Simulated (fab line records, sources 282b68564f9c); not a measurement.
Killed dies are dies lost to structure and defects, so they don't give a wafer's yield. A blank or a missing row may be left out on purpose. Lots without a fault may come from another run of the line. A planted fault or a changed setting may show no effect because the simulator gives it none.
A struck lot beside a sound one | flow rit_cmos | 43 steps out of a route of 202
Sound: wafers L269.1, L269.2, L269.5. Struck: wafers L288.2, L288.3. (L288.1 of the same lot was not struck and is left out.) The cause comes at the end.
At each step with rows: each side's tool, then ch and its chambers, then its first start. Under that, the readings that differ: sound wafers | struck wafers | difference of the means | sigmas: that difference in standard deviations of wafers without a fault.
alike: readings whose means differ by less than 2 such deviations, and words and numbers that are the same on both sides. not compared: withheld readings, readings that some wafer has no value for, bounds like >300 that may hide the same value, and numbers for which the record gives no deviation and whose values overlap.
The two part at a step that has a row with sigmas, a row that says differs or no value, or rows on one side only. Numbers that don't overlap but have no deviation are shown without sigmas and don't part them. A reading that every wafer of one side lacks parts them only if that side has two wafers or more.

RIT_ACTIVE_THK_MEAS_02:
  sound on film_metro-02, day 1 17:56; struck on film_metro-04, day 5 16:03
  alike: ACTIVE_OXIDE_THK
then, 1 step without rows for these wafers: RIT_ACTIVE_CVD_03 (deposits Si3N4 from SiH2Cl2/NH3, target thk 150 nm, time 1500 s).
RIT_ACTIVE_THK_MEAS_04:
  sound on film_metro-02, day 1 19:25; struck on film_metro-02, day 5 17:32
  alike: ACTIVE_NITRIDE_THK
then, 6 steps without rows for these wafers: RIT_ACTIVE_HMDS_05 (prime time 60 s); RIT_ACTIVE_COAT_06 (resist thk 1000 nm); RIT_ACTIVE_SOFTBAKE_07 (time 60 s); RIT_ACTIVE_EXPOSE_08 (exposes mask M1, target cd 1400 nm); RIT_ACTIVE_PEB_09; RIT_ACTIVE_DEVELOP_10 (develop time 51 s).
RIT_ACTIVE_CD_MEAS_11: target cd 1400 nm.
  sound on cd_sem-01, day 1 20:20; struck on cd_sem-02, day 5 18:26
  alike: cd_nm
then, 1 step without rows for these wafers: RIT_ACTIVE_HARDBAKE_12 (time 60 s).
RIT_ACTIVE_ETCH_13: etches Si3N4 in SF6, stops on SiO2, time 210 s, target depth 210 nm.
  sound on rie_diel-01 ch 0,1, day 1 20:36; struck on rie_diel-03 ch 2,3, day 5 18:43
  alike: drypump_motor_current_A, oes_product_au, throttle_valve_pct
  not compared: rf_hours_counter_h
RIT_ACTIVE_STRIP_14: strips in O2, time 180 s.
  sound on plasma_asher-03 ch 0,1, day 1 20:44; struck on plasma_asher-03 ch 1, day 5 18:50
  alike: drypump_motor_current_A
  not compared: rf_hours_counter_h
RIT_ACTIVE_CD_MEAS_90: target cd 1400 nm.
  sound on cd_sem-01, day 1 20:55; struck on cd_sem-01, day 5 19:01
  alike: cd_nm
then, 4 steps without rows for these wafers: RIT_ACTIVE_CLEAN_15 (cleans in SC1, time 600 s); RIT_ACTIVE_CLEAN_16 (cleans in dHF, time 30 s); RIT_ACTIVE_CLEAN_17 (cleans in SC2, time 600 s); RIT_FOX1_OXIDATION_00 (target thk 350.7 nm, ox time 1130 s).
RIT_FOX1_THK_MEAS_01:
  sound on film_metro-03, day 1 22:43; struck on film_metro-01, day 5 20:59
  reading             | sound       | struck  | difference | sigmas
  FOX1_OXIDE_THK (nm) | 359 355 353 | 342 345 | -12        | -2
then, 2 steps without rows for these wafers: RIT_FOX1_WET_ETCH_02 (etches SiO2 in BOE, target depth 350 nm, time 390 s); RIT_FOX2_OXIDATION_00 (target thk 350.7 nm, ox time 1130 s).
RIT_FOX2_THK_MEAS_01:
  sound on film_metro-04, day 2 00:12; struck on film_metro-04, day 5 22:29
  alike: FOX2_OXIDE_THK
then, 2 steps without rows for these wafers: RIT_FOX2_CLEAN_02 (cleans in dHF, time 173 s); RIT_FOX2_WET_ETCH_03 (etches Si3N4 in H3PO4, target depth 195 nm, time 2700 s).
RIT_FOX2_THK_MEAS_90:
  sound on film_metro-03, day 2 01:07; struck on film_metro-04, day 5 23:26
  alike: FIELD_OXIDE_LEFT_1_THK
then, 6 steps without rows for these wafers: RIT_NWELL_HMDS_00 (prime time 60 s); RIT_NWELL_COAT_01 (resist thk 1300 nm); RIT_NWELL_SOFTBAKE_02 (time 60 s); RIT_NWELL_EXPOSE_03 (exposes mask M2, target cd 43900 nm); RIT_NWELL_PEB_04; RIT_NWELL_DEVELOP_05 (develop time 64.78 s).
RIT_NWELL_OVL_MEAS_06:
  sound on overlay-01, day 2 02:03; struck on overlay-01, day 6 00:30
  alike: NWELL_OVL
then, 2 steps without rows for these wafers: RIT_NWELL_HARDBAKE_07 (time 120 s); RIT_NWELL_IMPLANT_08.
RIT_NWELL_STRIP_09: strips in O2, time 180 s.
  sound on plasma_asher-04 ch 0,1, day 2 02:29; struck on plasma_asher-04 ch 1, day 6 01:05
  alike: drypump_motor_current_A
  not compared: rf_hours_counter_h
RIT_NWELL_TW_MEAS_10:
  sound on film_metro-01, day 2 02:40; struck on film_metro-02, day 6 01:16
  alike: NWELL_TW
then, 6 steps without rows for these wafers: RIT_PWELL_HMDS_00 (prime time 60 s); RIT_PWELL_COAT_01 (resist thk 1300 nm); RIT_PWELL_SOFTBAKE_02 (time 60 s); RIT_PWELL_EXPOSE_03 (exposes mask M3, target cd 43700 nm); RIT_PWELL_PEB_04; RIT_PWELL_DEVELOP_05 (develop time 68 s).
RIT_M1_PROBE_99:
  sound on prober-01, day 3 13:22; struck on prober-01, day 7 14:53
  reading             | sound | struck                                            | difference                   | sigmas
  hold                | - - - | await_dispo/1.1h/release await_dispo/1.1h/release | no value on the sound wafers |
  killed_at_front_end | 9 6 6 | 38 33                                             | +28                          | +10
  killed_dies         | 9 6 6 | 38 33                                             | +28                          | +9
  killed_on_rim       | 1 1 1 | 6 4                                               | +4                           | +3
  alike: killed_at_contacts, killed_open, killed_short

WHERE THEY PART
First at RIT_FOX1_THK_MEAS_01; last, within this record, at RIT_M1_PROBE_99.

WHY: what the simulator had put in
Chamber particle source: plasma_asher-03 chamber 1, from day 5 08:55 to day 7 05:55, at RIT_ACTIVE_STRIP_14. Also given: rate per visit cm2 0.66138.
